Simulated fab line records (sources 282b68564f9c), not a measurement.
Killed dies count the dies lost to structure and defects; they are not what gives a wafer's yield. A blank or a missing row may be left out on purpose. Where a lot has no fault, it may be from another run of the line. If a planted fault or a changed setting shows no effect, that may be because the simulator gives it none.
The same fault as seen by 2 desks | flow rit cmos | each desk holds nothing but its own numbers, with what lay behind them at the end

FROM THE METROLOGY DESK
What the gauges read, lot by lot, whatever tool the lot ran on: means of the sampled wafers that have a number. A lot is out of limits, marked OUT, if its mean lies more than 4 standard deviations from the usual mean; the brackets give that distance.
Columns: A = NLDD_OVL at RIT_NLDD_OVL_MEAS_06, usual 1.0 nm; B = NLDD_TW at RIT_NLDD_TW_MEAS_10, usual 2495; C = PLDD_OVL at RIT_PLDD_OVL_MEAS_06, usual 0.0 nm
lot  | first seen here | A   | B    | C
L970 | day 2 23:15     | 0.6 | 2505 | -0.7
L972 | day 3 09:17     | 1.5 | 2516 | 0.2
L976 | day 4 04:35     | 0.4 | 2484 | 1.1
L977 | day 4 10:13     | 2.6 | 2513 | 1.7
L986 | day 6 05:43     | 1.9 | 2493 | 0.2
L992 | day 7 11:40     | 1.8 | 2494 | -0.8
Finding of this desk: none of the 6 lots has anything out of limits.

DESK OF THE TOOL OWNER: litho track-03
The tool's own readings at RIT_PLDD_COAT_01 (resist thk 1000 nm): means of the sampled wafers that have a number, for each lot that ran on this tool. A lot is out of limits, marked OUT, if its mean lies more than 4 standard deviations from the usual mean; the brackets give that distance.
Columns: A = spin speed rpm at RIT_PLDD_COAT_01, usual 3250.0 rpm
lot  | first seen here | A
L976 | day 4 05:18     | 3180.1 (-33) OUT
L977 | day 4 11:04     | 3178.4 (-34) OUT
Finding of this desk: L976, L977 out of limits; the first was L976 at day 4 05:18, on spin speed rpm at RIT_PLDD_COAT_01. In limits: none.

BROUGHT TOGETHER
At day 4 05:18, on L976, L977, the tool owner's desk was in a position to raise an alarm.
The metrology desk saw nothing out of limits.
The metrology desk has L976, L977 on record, within its limits.
All the named lots went through RIT_PLDD_COAT_01 on litho track-03.

WHAT THE SIMULATOR HAD PUT IN
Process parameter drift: litho track-03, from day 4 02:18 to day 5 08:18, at RIT_PLDD_COAT_01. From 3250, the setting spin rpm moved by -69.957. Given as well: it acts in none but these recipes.
Lots struck among those shown: L976, L977.
Delay in hours, fault start to first out-of-limits reading, by desk: the tool owner's desk at 3.
